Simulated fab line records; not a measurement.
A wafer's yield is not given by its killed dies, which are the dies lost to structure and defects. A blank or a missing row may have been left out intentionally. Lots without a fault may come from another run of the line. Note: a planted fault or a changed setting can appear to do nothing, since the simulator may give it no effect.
Matching of chambers | flow berkeley-cmos170 | 4 sister chambers for UCB170_V2_CMP_02 on cmp-01
The step polishes SiO2. 4 wafers are shown with their chamber, then 7 later ones without.

WAFERS, EACH WITH ITS CHAMBER
wafer  | chamber | motor-current-A (A)
L252.2 | 2       | 16.1
L254.1 | 3       | 14.5
L257.1 | 0       | 16.1
L257.5 | 1       | 15.2

WAFERS MISSING THEIR CHAMBER
wafer  | motor-current-A (A)
L257.6 | 16.6
L259.1 | 15.4
L259.3 | 16.4
L259.6 | 15.5
L265.1 | 16.2
L265.2 | 15.1
L265.6 | 16.5

CHAMBER TAKEN BY EACH
wafer  | from the rows above          | in truth
L257.6 | can't be placed: 0 or 2      | 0
L259.1 | can't be placed: 1 or 0 or 2 | 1
L259.3 | can't be placed: 0 or 2      | 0
L259.6 | can't be placed: 1 or 0 or 2 | 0
L265.1 | can't be placed: 0 or 2      | 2
L265.2 | can't be placed: 1 or 3      | 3
L265.6 | can't be placed: 0 or 2      | 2
Placed correctly: 0 of 7. Cannot be placed on the basis of these rows: 7; the candidates contain the true chamber in 7. Wrongly placed: 0.
How it was worked out, from the rows above alone: a wafer's distance from a chamber is the root of the sum, over the readings, of the square of ((its reading less the chamber's mean) divided by the reading's scatter). The wafer belongs to the nearest chamber; if the next one is less than 2 further off, it can't be placed. A chamber's mean is the mean of its shown wafers. The scatter: root of mean squared gap, hidden wafer to nearest shown wafer, with one shown wafer a chamber.
